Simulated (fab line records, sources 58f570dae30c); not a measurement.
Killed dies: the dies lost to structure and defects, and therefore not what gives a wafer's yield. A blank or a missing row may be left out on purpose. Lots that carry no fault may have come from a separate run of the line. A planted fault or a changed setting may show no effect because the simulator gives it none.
Comparing a struck lot with a sound one | flow berkeley cmos170 | 31 out of 331 route steps
Sound: these wafers, L255.2, L255.3, L255.5. Struck: wafers L259.2, L259.4, L259.5. The cause is named last.
Per side, at each step with rows, come the tool, then ch with its chambers, and then its first start. Under that, the readings that differ: sound wafers | struck wafers | difference of the means | sigmas: that difference in standard deviations of wafers without a fault.
alike: words and numbers the same on both sides, and readings whose means are apart by under 2 such deviations; not compared: readings that were withheld, readings missing a value for some wafer, numbers with overlapping values and no deviation given by the record, and bounds like >300 which may hide the same value.
The two part at a step that has a row with sigmas, a row that says differs or no value, or rows on one side only. Numbers that don't overlap but have no deviation are shown without sigmas and don't part them. A reading missing from all wafers of one side parts the sides only when that side holds two or more wafers.

first, 6 steps without rows for these wafers: UCB170_V2_HMDS_06 (prime time 60 s); UCB170_V2_COAT_07 (resist thk 900 nm); UCB170_V2_SOFTBAKE_08 (time 60 s); UCB170_V2_EXPOSE_09 (exposes mask VIA2, target cd 700 nm); UCB170_V2_PEB_10; UCB170_V2_DEVELOP_11 (develop time 45 s).
UCB170_V2_CD_MEAS_12: the cd target is 700 nm.
  struck on cd sem-01, day 8 18:59; sound on cd sem-02, day 7 12:34
  alike: cd nm
UCB170_V2_OVL_MEAS_13:
  struck on overlay-01, day 8 19:05; sound on overlay-02, day 7 12:40
  alike: V2_OVL
UCB170_V2_ETCH_14: etches SiO2 in CHF3/CF4/Ar, stops on Al, target depth 1250 nm, time 291 s.
  sound on rie diel-02 ch 1,2,3, day 7 12:42; struck on rie diel-04 ch 0,1,2, day 8 19:07
  alike: drypump motor current A, oes product au, throttle valve pct
  not compared: rf hours counter h
UCB170_V2_STRIP_15: strips in O2.
  sound on plasma asher-02 ch 1, day 7 12:53; struck on plasma asher-04 ch 0,1, day 8 19:17
  reading                     | sound             | struck            | difference | sigmas
  drypump motor current A (A) | 5.1 5.1 5.1       | 5.8 6.2 6.2       | +1.0       | +2
  oes product au (a.u.)       | 0.725 0.722 0.736 | 0.720 0.716 0.719 | -0.009     | -2
  alike: o2 flow sccm, strip time to endpoint s
  not compared: rf hours counter h
UCB170_V2_CD_MEAS_90: the cd target is 700 nm.
  struck on cd sem-01, day 8 19:26; sound on cd sem-01, day 7 13:00
  alike: cd nm
then, 1 step without rows for these wafers: UCB170_M3_PRE_CLEAN_00 (preclean etch time 60 s).
UCB170_M3_SPUTTER_01: material Al, target thk 900 nm, time 120 s.
  struck on pvd sputter-04, day 8 19:52; sound on pvd sputter-03, day 7 13:10
  alike: throttle valve pct
UCB170_M3_RS_MEAS_02: the measuring method here is four-point-probe.
  struck on film metro-02, day 8 19:58; sound on film metro-02, day 7 13:16
  reading           | sound                | struck               | difference | sigmas
  M3_AL_RS (ohm/sq) | 0.0319 0.0322 0.0319 | 0.0162 0.0161 0.0161 | -0.0159    | -39
UCB170_M3_THK_MEAS_03: measures by xrf.
  struck on film metro-02, day 8 20:04; sound on film metro-02, day 7 13:23
  reading        | sound       | struck         | difference | sigmas
  M3_AL_THK (nm) | 927 912 921 | 1832 1850 1842 | +921       | +77
then, 3 steps without rows for these wafers: UCB170_M3_HMDS_04 (prime time 60 s); UCB170_M3_COAT_05 (resist thk 900 nm); UCB170_M3_SOFTBAKE_06 (time 60 s).
UCB170_M3_STRIP_07: strips in O2.
  sound on plasma asher-01 ch 0,1, day 7 13:53; struck on plasma asher-04 ch 0,1, day 8 20:37
  alike: drypump motor current A, o2 flow sccm, oes product au, strip time to endpoint s
  not compared: rf hours counter h
then, 7 steps without rows for these wafers: UCB170_M3_STRIP_08 (strips KrF in DMSO, time 600 s); UCB170_M3_COAT_09; UCB170_M3_COAT_10 (resist thk 900 nm); UCB170_M3_SOFTBAKE_11 (time 60 s); UCB170_M3_EXPOSE_12 (exposes mask METAL3, target cd 700 nm); UCB170_M3_PEB_13; UCB170_M3_DEVELOP_14 (develop time 45 s).
UCB170_M3_CD_MEAS_15: the cd target is 700 nm.
  struck on cd sem-01, day 8 21:55; sound on cd sem-01, day 7 17:40
  alike: cd nm
UCB170_M3_OVL_MEAS_16:
  struck on overlay-02, day 8 22:01; sound on overlay-02, day 7 17:46
  alike: M3_OVL
UCB170_M3_ETCH_17: etches BARC in N2/H2.
  sound on rie diel-04 ch 1,3, day 7 17:48; struck on rie diel-01 ch 1,2,3, day 8 22:02
  alike: drypump motor current A, oes product au, throttle valve pct
UCB170_M3_METAL_ETCH_18: etches Al in Cl2/BCl3, stops on SiO2, target depth 1170 nm, time 195 s.
  sound on rie metal-01 ch 0,1, day 7 17:50; struck on rie metal-02 ch 0,1, day 8 22:05
  reading                        | sound             | struck            | difference | sigmas
  oes product au (a.u.)          | 0.857 0.858 0.857 | 1.012 0.999 1.020 | +0.153     | +12
  model.etch.depth nm (nm)       | 906.5 895.5 905.2 | 1165 1201 1167    | +275       |
  model.M3.feature depth nm (nm) | 964.8 950.1 963.5 | 1165 1201 1167    | +218       |
  alike: drypump motor current A, throttle valve pct
  not compared: rf hours counter h
UCB170_M3_STRIP_19: strips in O2.
  sound on plasma asher-03 ch 0,1, day 7 18:02; struck on plasma asher-03 ch 0,1, day 8 22:16
  alike: drypump motor current A, o2 flow sccm, oes product au
  not compared: rf hours counter h

WHERE THEY PART
Last at UCB170_M3_METAL_ETCH_18 as far as this record goes, first at UCB170_V2_STRIP_15. Later steps at which nothing parts them and some readings are alike: UCB170_M3_STRIP_19.

WHY: whatever the simulator had introduced
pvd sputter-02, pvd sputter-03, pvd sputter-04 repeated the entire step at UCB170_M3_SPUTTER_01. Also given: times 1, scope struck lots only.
